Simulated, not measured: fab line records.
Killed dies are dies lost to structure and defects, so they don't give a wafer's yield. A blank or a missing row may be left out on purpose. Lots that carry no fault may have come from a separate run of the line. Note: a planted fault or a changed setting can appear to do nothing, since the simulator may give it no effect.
Chamber matching :: flow berkeley-cmos170 :: rie-diel-04 running UCB170_ZERO_ETCH_06: 4 sister chambers
The step etches SiO2 in CHF3/CF4/Ar, time 12 s. 8 wafers are shown with their chamber, then 7 later ones without.

== WAFERS, EACH WITH ITS CHAMBER ==
wafer: L653.5
chamber: 2
drypump-motor-current-A (A): 6.2
throttle-valve-pct (%): 8.99

wafer: L653.6
chamber: 3
drypump-motor-current-A (A): 6.4
throttle-valve-pct (%): 9.18

wafer: L656.2
chamber: 2
drypump-motor-current-A (A): 6.1
throttle-valve-pct (%): 8.99

wafer: L660.2
chamber: 0
drypump-motor-current-A (A): 5.4
throttle-valve-pct (%): 9.22

wafer: L660.3
chamber: 3
drypump-motor-current-A (A): 6.5
throttle-valve-pct (%): 9.16

wafer: L660.6
chamber: 1
drypump-motor-current-A (A): 5.7
throttle-valve-pct (%): 9.21

wafer: L662.2
chamber: 0
drypump-motor-current-A (A): 5.4
throttle-valve-pct (%): 9.24

wafer: L662.4
chamber: 1
drypump-motor-current-A (A): 5.7
throttle-valve-pct (%): 9.22

== WAFERS WITHOUT THEIR CHAMBER ==
wafer: L662.6
drypump-motor-current-A (A): 6.1
throttle-valve-pct (%): 8.99

wafer: L665.2
drypump-motor-current-A (A): 5.4
throttle-valve-pct (%): 9.21

wafer: L665.3
drypump-motor-current-A (A): 5.7
throttle-valve-pct (%): 9.22

wafer: L665.4
drypump-motor-current-A (A): 6.1
throttle-valve-pct (%): 8.99

wafer: L668.1
drypump-motor-current-A (A): 6.1
throttle-valve-pct (%): 8.99

wafer: L668.2
drypump-motor-current-A (A): 5.7
throttle-valve-pct (%): 9.22

wafer: L668.4
drypump-motor-current-A (A): 5.4
throttle-valve-pct (%): 9.22

== WHICH CHAMBER EACH ONE RAN IN ==
wafer: L662.6
from the rows above: 2
in truth: 2

wafer: L665.2
from the rows above: 0
in truth: 0

wafer: L665.3
from the rows above: 1
in truth: 1

wafer: L665.4
from the rows above: 2
in truth: 2

wafer: L668.1
from the rows above: 2
in truth: 2

wafer: L668.2
from the rows above: 1
in truth: 1

wafer: L668.4
from the rows above: 0
in truth: 0
Placed correctly: 7 of 7. From these rows, 0 cannot be placed. Number placed wrongly: 0.
How it was worked out, from the rows above alone: a wafer's distance from a chamber is the root of the sum, over the readings, of the square of ((its reading less the chamber's mean) divided by the reading's scatter). If the next closest chamber is less than 2 further off than the closest, the wafer can't be placed; otherwise it belongs to the closest. Each chamber's mean is taken over the wafers shown for it. The scatter: the root of (the sum of the squares of (reading less its chamber's mean) over the shown wafers, divided by (wafers less chambers)).
